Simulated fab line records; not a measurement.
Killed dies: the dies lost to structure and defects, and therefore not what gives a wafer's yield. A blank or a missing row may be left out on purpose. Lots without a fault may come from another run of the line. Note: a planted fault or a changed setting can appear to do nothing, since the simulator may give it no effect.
A struck lot beside a sound one    flow rit_cmos    43 out of 202 route steps
Sound: these wafers, L647.3, L647.4, L647.5. The struck wafers were L657.1, L657.2, L657.6. The cause comes at the end.
At each step with rows: each side's tool, then ch and its chambers, then its first start. Under that, the readings that differ: sound wafers    struck wafers    difference of the means    sigmas: that difference in standard deviations of wafers without a fault.
alike: readings whose means differ by less than 2 such deviations, and words and numbers that are the same on both sides. not compared: withheld readings, readings that some wafer has no value for, bounds like >300 that may hide the same value, and numbers for which the record gives no deviation and whose values overlap.
Wherever a step has rows on one side only, a row that says differs or no value, or a row with sigmas, the two part there. Numbers that don't overlap but have no deviation are shown without sigmas and don't part them. A reading that every wafer of one side lacks parts them only if that side has two wafers or more.

first, 4 steps without rows for these wafers: RIT_PLDD_SOFTBAKE_02 (time 60 s); RIT_PLDD_EXPOSE_03 (exposes mask M8, target cd 40900 nm); RIT_PLDD_PEB_04; RIT_PLDD_DEVELOP_05 (develop time 50 s).
RIT_PLDD_OVL_MEAS_06:
  struck on overlay-02, day 6 03:42; sound on overlay-02, day 4 05:19
  alike: PLDD_OVL
then, 2 steps without rows for these wafers: RIT_PLDD_HARDBAKE_07 (time 60 s); RIT_PLDD_IMPLANT_08.
RIT_PLDD_STRIP_09: strips in O2, time 180 s.
  sound on plasma_asher-02 ch 0,1, day 4 05:41; struck on plasma_asher-01 ch 0,1, day 6 04:02
reading                      sound        struck       difference  sigmas
drypump_motor_current_A (A)  5.9 6.0 5.9  5.4 4.8 4.8  -0.9        -3
  not compared: rf_hours_counter_h
RIT_PLDD_TW_MEAS_10:
  struck on film_metro-02, day 6 04:13; sound on film_metro-04, day 4 05:50
  alike: PLDD_TW
then, 3 steps without rows for these wafers: RIT_SPACER_CLEAN_00 (cleans in SC1, time 600 s); RIT_SPACER_CLEAN_01 (cleans in dHF, time 30 s); RIT_SPACER_CLEAN_02 (cleans in SC2, time 600 s).
RIT_SPACER_CVD_03: deposits Si3N4 from SiH2Cl2/NH3, target thk 250 nm, time 3300 s.
  sound on lpcvd-02 ch 0, day 4 06:14; struck on lpcvd-01 ch 1, day 6 04:40
  alike: zone_power_source_pct
RIT_SPACER_THK_MEAS_04:
  struck on film_metro-02, day 6 06:35; sound on film_metro-03, day 4 08:10
  alike: SPACER_NITRIDE_THK
RIT_SPACER_ETCHBACK_05: etches Si3N4 in SF6/CHF3, stops on SiO2, target depth 250 nm, time 240 s.
  sound on rie_diel-02 ch 0,1,2, day 4 08:13; struck on rie_diel-01 ch 0,2, day 6 06:39
  alike: drypump_motor_current_A, oes_product_au, throttle_valve_pct
  not compared: rf_hours_counter_h
then, 6 steps without rows for these wafers: RIT_NSD_HMDS_00 (prime time 60 s); RIT_NSD_COAT_01 (resist thk 1000 nm); RIT_NSD_SOFTBAKE_02 (time 60 s); RIT_NSD_EXPOSE_03 (exposes mask M9, target cd 40700 nm); RIT_NSD_PEB_04; RIT_NSD_DEVELOP_05 (develop time 50 s).
RIT_NSD_OVL_MEAS_06:
  struck on overlay-02, day 6 07:39; sound on overlay-01, day 4 09:13
  alike: NSD_OVL
then, 2 steps without rows for these wafers: RIT_NSD_HARDBAKE_07 (time 60 s); RIT_NSD_IMPLANT_08.
RIT_NSD_STRIP_09: strips in O2, time 180 s.
  sound on plasma_asher-02 ch 0,1, day 4 09:37; struck on plasma_asher-04 ch 0,1, day 6 07:59
  alike: drypump_motor_current_A
  not compared: rf_hours_counter_h
RIT_NSD_TW_MEAS_10:
  struck on film_metro-03, day 6 08:10; sound on film_metro-02, day 4 09:44
reading  sound           struck          difference  sigmas
NSD_TW   3075 3084 3083  3148 3137 3144  +62         +3
then, 6 steps without rows for these wafers: RIT_PSD_HMDS_00 (prime time 60 s); RIT_PSD_COAT_01 (resist thk 1000 nm); RIT_PSD_SOFTBAKE_02 (time 60 s); RIT_PSD_EXPOSE_03 (exposes mask M10, target cd 40900 nm); RIT_PSD_PEB_04; RIT_PSD_DEVELOP_05 (develop time 50 s).
RIT_PSD_OVL_MEAS_06:
  struck on overlay-02, day 6 09:11; sound on overlay-02, day 4 10:38
reading       sound           struck       difference  sigmas
PSD_OVL (nm)  -1.7 -0.4 -1.3  2.8 2.8 2.6  +3.9        +3
then, 2 steps without rows for these wafers: RIT_PSD_HARDBAKE_07 (time 60 s); RIT_PSD_IMPLANT_08.
RIT_PSD_STRIP_09: strips in O2, time 180 s.
  sound on plasma_asher-03 ch 0,1, day 4 11:02; struck on plasma_asher-01 ch 0,1, day 6 09:32
  alike: drypump_motor_current_A
  not compared: rf_hours_counter_h
RIT_PSD_TW_MEAS_10:
  struck on film_metro-02, day 6 09:42; sound on film_metro-03, day 4 11:10
  alike: PSD_TW
then, 3 steps without rows for these wafers: RIT_SDANNEAL_CLEAN_00 (cleans in SC1, time 600 s); RIT_SDANNEAL_CLEAN_01 (cleans in dHF, time 29.45 s); RIT_SDANNEAL_CLEAN_02 (cleans in SC2, time 600 s).
RIT_SDANNEAL_RTA_03: time 5 s.
  sound on rtp_anneal-01 ch 0, day 4 11:35; struck on rtp_anneal-01 ch 0, day 6 10:12
  alike: wafer_temp_C_max
RIT_SDANNEAL_RS_MEAS_04: measures by four-point-probe.
  struck on film_metro-04, day 6 10:16; sound on film_metro-02, day 4 11:40
  alike: PSD_RS
RIT_M1_PROBE_99:
  struck on prober-02, day 6 17:42; sound on prober-02, day 4 19:10
reading              sound  struck                                                                      difference                    sigmas
hold                 - - -  await_dispo/1.3h/release await_dispo/1.3h/release await_dispo/1.3h/release  no value on the sound wafers  
killed_at_front_end  4 3 8  33 26 36                                                                    +27                           +9
killed_dies          4 3 8  33 26 36                                                                    +27                           +9
  alike: killed_open, killed_short

== WHERE THEY PART ==
At RIT_PLDD_STRIP_09 first; at RIT_M1_PROBE_99 last (within this record only).

WHY: what had been put in by the simulator
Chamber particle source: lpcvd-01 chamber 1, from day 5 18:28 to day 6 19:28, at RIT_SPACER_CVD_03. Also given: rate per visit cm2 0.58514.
